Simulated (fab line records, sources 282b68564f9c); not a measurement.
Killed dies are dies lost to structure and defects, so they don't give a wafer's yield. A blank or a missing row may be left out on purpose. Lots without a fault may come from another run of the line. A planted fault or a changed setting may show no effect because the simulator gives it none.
Which tool did it? | flow rit_cmos | 15 lots, 45 wafers sampled, at 2 steps of a route of 202

WHAT THE GAUGES READ, wafer by wafer
RIT_PSD_TW_MEAS_10.
lot  | measured    | on            | PSD_TW
L884 | day 3 05:34 | film_metro-03 | 3466 3473 3470
L886 | day 3 15:25 | film_metro-04 | 3416 3402 3424
L890 | day 4 13:23 | film_metro-03 | 30 31 30
L891 | day 4 17:04 | film_metro-04 | 30 30 30
L892 | day 4 19:35 | film_metro-03 | 30 30 30
L894 | day 5 10:08 | film_metro-03 | 3464 3504 3486
L897 | day 6 04:22 | film_metro-04 | 3415 3408 3423
L898 | day 6 13:23 | film_metro-03 | 3501 3502 3502
L901 | day 7 03:22 | film_metro-01 | 3414 3407 3421
L900 | day 7 05:19 | film_metro-04 | 3402 3404 3407
L902 | day 7 13:47 | film_metro-01 | 3411 3394 3374
L903 | day 7 21:08 | film_metro-03 | 3497 3497 3484
L904 | day 7 21:23 | film_metro-04 | 3410 3408 3407
L907 | day 8 14:56 | film_metro-03 | 3475 3486 3481
L906 | day 8 15:24 | film_metro-01 | 3428 3419 3414

WHICH TOOL RAN EACH LOT (tool, then ch and the chambers of the sampled wafers, then the start)
lot  | RIT_NSD_STRIP_09
L884 | plasma_asher-04 ch 0,1, day 3 03:50
L886 | plasma_asher-01 ch 0,1, day 3 13:34
L890 | plasma_asher-02 ch 0,1, day 4 11:40
L891 | plasma_asher-02 ch 0,1, day 4 15:28
L892 | plasma_asher-04 ch 0,1, day 4 17:29
L894 | plasma_asher-04 ch 0,1, day 5 08:34
L897 | plasma_asher-02 ch 0,1, day 6 02:46
L898 | plasma_asher-04 ch 0,1, day 6 11:41
L901 | plasma_asher-01 ch 0,1, day 7 01:37
L900 | plasma_asher-01 ch 0,1, day 7 03:43
L902 | plasma_asher-01 ch 0,1, day 7 12:04
L903 | plasma_asher-04 ch 0, day 7 19:24
L904 | plasma_asher-02 ch 0,1, day 7 19:31
L907 | plasma_asher-01 ch 0,1, day 8 13:11
L906 | plasma_asher-02 ch 0,1, day 8 13:26
- RIT_NSD_STRIP_09: strips in O2, time 180 s.

WHAT THE TOOLS THEMSELVES READ (means of the sampled wafers that have a number; where no wafer has one, the mark that the record gives instead)
RIT_NSD_STRIP_09.
lot  | tool            | chamber_pressure_mTorr (mTorr) | drypump_motor_current_A (A)
L884 | plasma_asher-04 | 4001                           | 5.7
L886 | plasma_asher-01 | 4001                           | 5.0
L890 | plasma_asher-02 | -                              | -
L891 | plasma_asher-02 | -                              | -
L892 | plasma_asher-04 | -                              | -
L894 | plasma_asher-04 | 4004                           | 5.7
L897 | plasma_asher-02 | 4001                           | 6.1
L898 | plasma_asher-04 | 3999                           | 5.7
L901 | plasma_asher-01 | 4002                           | 5.2
L900 | plasma_asher-01 | 4000                           | 5.2
L902 | plasma_asher-01 | 3999                           | 5.0
L903 | plasma_asher-04 | 4000                           | 5.3
L904 | plasma_asher-02 | 4001                           | 6.3
L907 | plasma_asher-01 | 4000                           | 5.0
L906 | plasma_asher-02 | 4000                           | 6.1

THE ANSWER, worked out from the rows above alone
Rule: what is usual is taken from the lots themselves. Put in order of their means at a reading, lots are off if they are a third of the lots or fewer, leave a main group of 4 or more, and stand apart from it by a gap of 3 or more times the standard deviation of the main group's means; of several such gaps the widest counts. A main group whose means are all the same, to the digits that the tables above print for the reading, isn't used. A lot without any number at a reading at which 4 lots or more have one is off too. The other lots that the step has rows for count as sound. The gauges are gone through in route order, then the tools' own readings, and for those a lot's mean is taken as printed above. The first step at which some lot is off is used, and at that step the reading that is off furthest; a lot without a number counts as furthest.
Off: L890, L891, L892, at RIT_PSD_TW_MEAS_10 (PSD_TW). The main group: mean 3442, standard deviation 39.
A tool fits if, at a process step before that reading, it ran every lot that is off, and no sound lot after the first of them. The gauges at RIT_PSD_TW_MEAS_10 aren't tried: what is off there is off at RIT_NSD_STRIP_09 too, on other tools, and a gauge's error can't cause that. None of those tried fits.

WHAT THE SIMULATOR HAD PUT IN
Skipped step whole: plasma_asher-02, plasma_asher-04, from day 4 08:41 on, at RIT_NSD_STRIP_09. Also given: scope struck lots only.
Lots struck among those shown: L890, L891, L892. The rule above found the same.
